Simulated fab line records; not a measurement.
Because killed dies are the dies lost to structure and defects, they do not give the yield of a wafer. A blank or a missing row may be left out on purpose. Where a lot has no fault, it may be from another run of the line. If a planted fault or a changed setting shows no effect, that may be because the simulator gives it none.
Split-lot trial | flow ritCmos | 5 lots, 23 wafers read, on a route of 202 steps

== ON THE SPLIT ==
At RIT_FOX1_OXIDATION_00 (target thk 350.7 nm, ox time 1130 s), the setting oxTimeS was moved away from the recipe's 1130 s on 15 of the 23 wafers read, by -7.6% to +10.0%. The other wafers ran this setting at the recipe's value.

Reading taken at the split's own step.

== THE READING ==
SiO2_of_FOX1_OXIDATION_00.thkNm (the simulator's own value, which no gauge read), in nm, at RIT_FOX1_OXIDATION_00 (target thk 350.7 nm, ox time 1130 s). There is no usual value for it anywhere in the file. Here, 8 wafers ran the recipe; their average is 349.7 nm with a standard deviation of 6.3 nm.

wafer  | tool, chamber at the split | oxTimeS as run, s | against the recipe | SiO2_of_FOX1_OXIDATION_00.thkNm, nm | against lot-mates on the recipe
L075.1 | furnace-01, 0              | 1130              | recipe             | 351.6                               | -
L075.4 | furnace-01, 0              | 1130              | recipe             | 362.9                               | -
L075.6 | furnace-01, 0              | 1130              | recipe             | 354.4                               | -
L080.1 | -, -                       | 1243              | +10.0%             | 367                                 | no lot-mate on the recipe
L080.2 | -, -                       | 1243              | +10.0%             | 361.6                               | no lot-mate on the recipe
L080.3 | -, -                       | 1243              | +10.0%             | 364.6                               | no lot-mate on the recipe
L080.4 | -, -                       | 1243              | +10.0%             | 362.7                               | no lot-mate on the recipe
L080.5 | -, -                       | 1243              | +10.0%             | 370.1                               | no lot-mate on the recipe
L083.1 | -, -                       | 1044              | -7.6%              | 315.7                               | no lot-mate on the recipe
L083.2 | -, -                       | 1044              | -7.6%              | 318.3                               | no lot-mate on the recipe
L083.3 | -, -                       | 1044              | -7.6%              | 325.4                               | no lot-mate on the recipe
L083.4 | -, -                       | 1044              | -7.6%              | 320.9                               | no lot-mate on the recipe
L083.5 | -, -                       | 1044              | -7.6%              | 319.3                               | no lot-mate on the recipe
L084.1 | -, -                       | 1130              | recipe             | 344.6                               | -
L084.2 | -, -                       | 1130              | recipe             | 343.4                               | -
L084.3 | -, -                       | 1130              | recipe             | 345.9                               | -
L084.4 | -, -                       | 1130              | recipe             | 344.1                               | -
L084.5 | -, -                       | 1130              | recipe             | 350.8                               | -
L085.1 | -, -                       | 1081              | -4.3%              | 345.7                               | no lot-mate on the recipe
L085.2 | -, -                       | 1081              | -4.3%              | 341.2                               | no lot-mate on the recipe
L085.3 | -, -                       | 1081              | -4.3%              | 334                                 | no lot-mate on the recipe
L085.4 | -, -                       | 1081              | -4.3%              | 339.5                               | no lot-mate on the recipe
L085.6 | -, -                       | 1081              | -4.3%              | 344.2                               | no lot-mate on the recipe

FIT RESULTS
A straight line over all 23 wafers: SiO2_of_FOX1_OXIDATION_00.thkNm changes by +2.33 nm for each +1% of oxTimeS; r = +0.90; the points scatter about the line by 7.4 nm.
Too few moved wafers have a lot-mate on the recipe to fit a line with each lot's own level taken away.

== THE WHOLE CHAIN: every reading that the file lists as answering this split, in the file's order ==
step                  | what it does                        | reading                                                                          | change (the file's fit)              | r (the file's)
RIT_FOX1_OXIDATION_00 | target thk 350.7 nm, ox time 1130 s | Si3N4_of_ACTIVE_CVD_03.thkNm (the simulator's own value, which no gauge read)    | +4.29 nm for each +1% of the setting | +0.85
RIT_FOX1_OXIDATION_00 | target thk 350.7 nm, ox time 1130 s | SiO2_of_FOX1_OXIDATION_00.thkNm (the simulator's own value, which no gauge read) | +2.33 nm for each +1% of the setting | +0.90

== FILE'S OWN FIT ==
SiO2_of_FOX1_OXIDATION_00.thkNm changes by +2.33 nm for each +1% of oxTimeS, r = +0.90.
